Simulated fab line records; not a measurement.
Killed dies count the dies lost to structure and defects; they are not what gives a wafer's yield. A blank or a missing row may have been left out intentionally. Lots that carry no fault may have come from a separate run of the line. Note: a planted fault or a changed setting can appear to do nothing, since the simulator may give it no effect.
Matching of chambers || flow ritCmos || rieSi-02 running RIT_GATE_ETCH_19: 4 sister chambers
The step etches poly-Si in SF6/CHF3/O2, stops on SiO2, time 165 s, target depth 312.5 nm. 14 wafers are shown with their chamber, then 7 later ones without.

== WAFERS PAIRED WITH THEIR CHAMBERS ==
{"wafer": "L558.2", "chamber": 2, "drypumpMotorCurrentA (A)": 6.2, "throttleValvePct (%)": 10.20, "oesProductAu (a.u.)": 0.851}
{"wafer": "L558.4", "chamber": 1, "drypumpMotorCurrentA (A)": 6.0, "throttleValvePct (%)": 10.19, "oesProductAu (a.u.)": 0.867}
{"wafer": "L558.5", "chamber": 1, "drypumpMotorCurrentA (A)": 5.9, "throttleValvePct (%)": 10.19, "oesProductAu (a.u.)": 0.881}
{"wafer": "L560.1", "chamber": 1, "drypumpMotorCurrentA (A)": 6.0, "throttleValvePct (%)": 10.18, "oesProductAu (a.u.)": 0.875}
{"wafer": "L560.2", "chamber": 3, "drypumpMotorCurrentA (A)": 5.6, "throttleValvePct (%)": 10.18, "oesProductAu (a.u.)": 0.865}
{"wafer": "L560.4", "chamber": 2, "drypumpMotorCurrentA (A)": 6.2, "throttleValvePct (%)": 10.22, "oesProductAu (a.u.)": 0.852}
{"wafer": "L562.1", "chamber": 1, "drypumpMotorCurrentA (A)": 5.9, "throttleValvePct (%)": 10.20, "oesProductAu (a.u.)": 0.873}
{"wafer": "L562.5", "chamber": 1, "drypumpMotorCurrentA (A)": 6.0, "throttleValvePct (%)": 10.20, "oesProductAu (a.u.)": 0.872}
{"wafer": "L562.6", "chamber": 2, "drypumpMotorCurrentA (A)": 6.1, "throttleValvePct (%)": 10.19, "oesProductAu (a.u.)": 0.845}
{"wafer": "L566.1", "chamber": 3, "drypumpMotorCurrentA (A)": 5.7, "throttleValvePct (%)": 10.17, "oesProductAu (a.u.)": 0.872}
{"wafer": "L566.4", "chamber": 0, "drypumpMotorCurrentA (A)": 6.6, "throttleValvePct (%)": 10.28, "oesProductAu (a.u.)": 0.858}
{"wafer": "L566.6", "chamber": 2, "drypumpMotorCurrentA (A)": 6.2, "throttleValvePct (%)": 10.20, "oesProductAu (a.u.)": 0.848}
{"wafer": "L574.2", "chamber": 2, "drypumpMotorCurrentA (A)": 6.1, "throttleValvePct (%)": 10.19, "oesProductAu (a.u.)": 0.850}
{"wafer": "L574.3", "chamber": 0, "drypumpMotorCurrentA (A)": 6.7, "throttleValvePct (%)": 10.27, "oesProductAu (a.u.)": 0.847}

SIGNATURES, as means of the wafers listed above
{"reading": "drypumpMotorCurrentA", "chamber 0": 6.650, "chamber 1": 5.960, "chamber 2": 6.160, "chamber 3": 5.650, "scatter within a chamber": 0.0583}
{"reading": "throttleValvePct", "chamber 0": 10.2750, "chamber 1": 10.1920, "chamber 2": 10.2000, "chamber 3": 10.1750, "scatter within a chamber": 0.0099}
{"reading": "oesProductAu", "chamber 0": 0.85250, "chamber 1": 0.87360, "chamber 2": 0.84920, "chamber 3": 0.86850, "scatter within a chamber": 0.00468}
Rule: for a wafer and a chamber, the distance is found by dividing, reading by reading, the gap between the wafer's reading and the chamber's mean by the reading's scatter, squaring, summing and taking the root. The wafer belongs to the nearest chamber; if the next one is less than 2 further off, it can't be placed. The scatter: take each reading less its chamber's mean, square it, sum over the shown wafers, divide by the number of wafers less the number of chambers, and take the root.

== WAFERS WHOSE CHAMBER IS MISSING ==
{"wafer": "L574.6", "drypumpMotorCurrentA (A)": 6.7, "throttleValvePct (%)": 10.28, "oesProductAu (a.u.)": 0.852}
{"wafer": "L578.2", "drypumpMotorCurrentA (A)": 5.7, "throttleValvePct (%)": 10.19, "oesProductAu (a.u.)": 0.877}
{"wafer": "L578.4", "drypumpMotorCurrentA (A)": 6.0, "throttleValvePct (%)": 10.18, "oesProductAu (a.u.)": 0.869}
{"wafer": "L578.5", "drypumpMotorCurrentA (A)": 5.6, "throttleValvePct (%)": 10.18, "oesProductAu (a.u.)": 0.864}
{"wafer": "L580.2", "drypumpMotorCurrentA (A)": 6.2, "throttleValvePct (%)": 10.21, "oesProductAu (a.u.)": 0.838}
{"wafer": "L580.4", "drypumpMotorCurrentA (A)": 5.6, "throttleValvePct (%)": 10.18, "oesProductAu (a.u.)": 0.867}
{"wafer": "L580.5", "drypumpMotorCurrentA (A)": 6.6, "throttleValvePct (%)": 10.27, "oesProductAu (a.u.)": 0.851}

== EACH ONE'S CHAMBER ==
{"wafer": "L574.6", "from the rows above": 0, "in truth": 0}
{"wafer": "L578.2", "from the rows above": 3, "in truth": 3}
{"wafer": "L578.4", "from the rows above": 1, "in truth": 1}
{"wafer": "L578.5", "from the rows above": 3, "in truth": 3}
{"wafer": "L580.2", "from the rows above": 2, "in truth": 2}
{"wafer": "L580.4", "from the rows above": 3, "in truth": 3}
{"wafer": "L580.5", "from the rows above": 0, "in truth": 0}
Correct placement for 7 of the 7. Can't be placed from these rows: 0. Wrongly placed: 0.
